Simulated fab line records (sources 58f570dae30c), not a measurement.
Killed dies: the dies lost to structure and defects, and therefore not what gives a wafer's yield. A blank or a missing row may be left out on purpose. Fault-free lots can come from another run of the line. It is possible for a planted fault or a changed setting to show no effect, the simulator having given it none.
Chamber matching + flow berkeleyCmos170 + 4 sister chambers for UCB170_V1_ETCH_14 on rieDiel-02
The step etches SiO2 in CHF3/CF4/Ar, stops on Al, target depth 1250 nm, time 291 s. 4 wafers are shown with their chamber, then 7 later ones without.

WAFERS, EACH WITH ITS CHAMBER
| wafer  | chamber | drypumpMotorCurrentA (A) |
|--------|---------|--------------------------|
| L460.4 | 2       | 5.7                      |
| L465.6 | 0       | 6.0                      |
| L477.1 | 1       | 5.8                      |
| L477.5 | 3       | 5.4                      |

WAFERS WITH NO CHAMBER GIVEN
| wafer  | drypumpMotorCurrentA (A) |
|--------|--------------------------|
| L477.6 | 5.7                      |
| L479.2 | 5.7                      |
| L479.3 | 5.9                      |
| L479.6 | 5.8                      |
| L482.1 | 5.8                      |
| L482.4 | 5.9                      |
| L482.6 | 6.1                      |

EACH ONE'S CHAMBER
| wafer  | from the rows above          | in truth |
|--------|------------------------------|----------|
| L477.6 | can't be placed: 2 or 1      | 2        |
| L479.2 | can't be placed: 2 or 1      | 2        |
| L479.3 | can't be placed: 0 or 1 or 2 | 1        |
| L479.6 | can't be placed: 1 or 2      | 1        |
| L482.1 | can't be placed: 1 or 2      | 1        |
| L482.4 | can't be placed: 0 or 1 or 2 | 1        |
| L482.6 | 0                            | 0        |
Correctly placed: 1 of 7. Can't be placed from these rows: 6 (the true chamber is among the candidates in 6). Wrongly placed: 0.
How it was worked out, from the rows above alone: a wafer's distance from a chamber is the root of the sum, over the readings, of the square of ((its reading less the chamber's mean) divided by the reading's scatter). The wafer belongs to the nearest chamber; if the next one is less than 2 further off, it can't be placed. Each chamber's mean is taken over the wafers shown for it. The scatter: root of mean squared gap, hidden wafer to nearest shown wafer, with one shown wafer a chamber.
